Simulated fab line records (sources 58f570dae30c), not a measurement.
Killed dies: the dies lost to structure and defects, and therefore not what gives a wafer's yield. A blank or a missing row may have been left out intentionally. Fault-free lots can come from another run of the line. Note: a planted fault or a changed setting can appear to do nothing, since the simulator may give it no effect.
8D (eight disciplines) problem report, filled in by code	flow berkeley-cmos170	the parts of the form that need people (team, actions taken, sign-off) are left out

1. THE PROBLEM
Wafers without a fault read 1200.1 nm, standard deviation 1.7; cd-nm at UCB170_NLDD_CD_MEAS_06 reads a mean of 1221.5 nm on 6 wafers belonging to 2 lots. That puts it +13 standard deviations away from the usual mean.
The step: target cd 1200 nm.
First seen on wafer L937.2, day 10 06:07, on cd-sem-02. The record has a number at this step for 42 wafers belonging to 14 lots. The rule behind "out" and "out of limits": a value lying over 4 standard deviations away from the usual mean. The other wafers with a number count as sound.

2. WHAT THIS IS AND IS NOT
question	is	is not
which readings at this step	cd-nm	-
which lots	L937, L938	L916, L917, L918, L919, L920, L921, L925, L926, L927, L928, L929, L939
which wafers of those lots	all that have a number	-
read on which gauges	cd-sem-01, cd-sem-02	-
when	from day 10 06:07	up to then (33 sound wafers); but 3 sound wafers of L939 came after

3. SUSPECTS, AND WHAT RULES EACH OUT
Counting: a tool at any process step up to the reading remains a suspect when it ran all the lots that are out and ran no sound lot after the first of those.
- the gauge at UCB170_NLDD_CD_MEAS_06 has been ruled out. The wafers that are out were read on 2 gauges (cd-sem-01, cd-sem-02).
- litho-track-03 at UCB170_NLDD_PEB_04: kept. It processed each lot that is out, first L937 at day 10 05:51, and no sound lot thereafter; up to then, the last sound lot it processed was L929 at day 8 15:39.
Remaining after the count: litho-track-03 at UCB170_NLDD_PEB_04.

4. THE CAUSE (what the simulator had put in)
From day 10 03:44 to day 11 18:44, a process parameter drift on litho-track-03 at UCB170_NLDD_PEB_04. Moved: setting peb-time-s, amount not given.
After counting, this tool was the only one left.

5. SEQUENCE OF EFFECTS, ordered by route
Each row: a reading where the mean over the struck wafers with a number is more than 3 standard deviations away from the usual. Scope: only readings with a usual standard deviation given in the record; hours: median across lots of the time from each lot's start at the first step in this table that gives one to its start at this step; sigmas: change in usual standard deviations.
hours	step	reading	usual	on struck wafers	change	sigmas
0	UCB170_NLDD_CD_MEAS_06	cd-nm	1200.1 nm	1221.5	+21.4	+13
Later steps that measure or inspect, where all struck wafers having a row at the step show a number for every such reading and not one has moved that far: UCB170_PSD_OVL_MEAS_07, UCB170_NSD_OVL_MEAS_07.

6. HOW IT WOULD HAVE BEEN CAUGHT EARLIER
2 hours passed between the start of the fault at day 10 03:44 and the first reading out of limits at a measuring or inspecting step in this record, taken at day 10 06:07.
Among the 2 lots that are out, L938 began UCB170_NLDD_PEB_04 on litho-track-03 after day 10 06:07. A tool hold placed at that time would have kept it from harm.
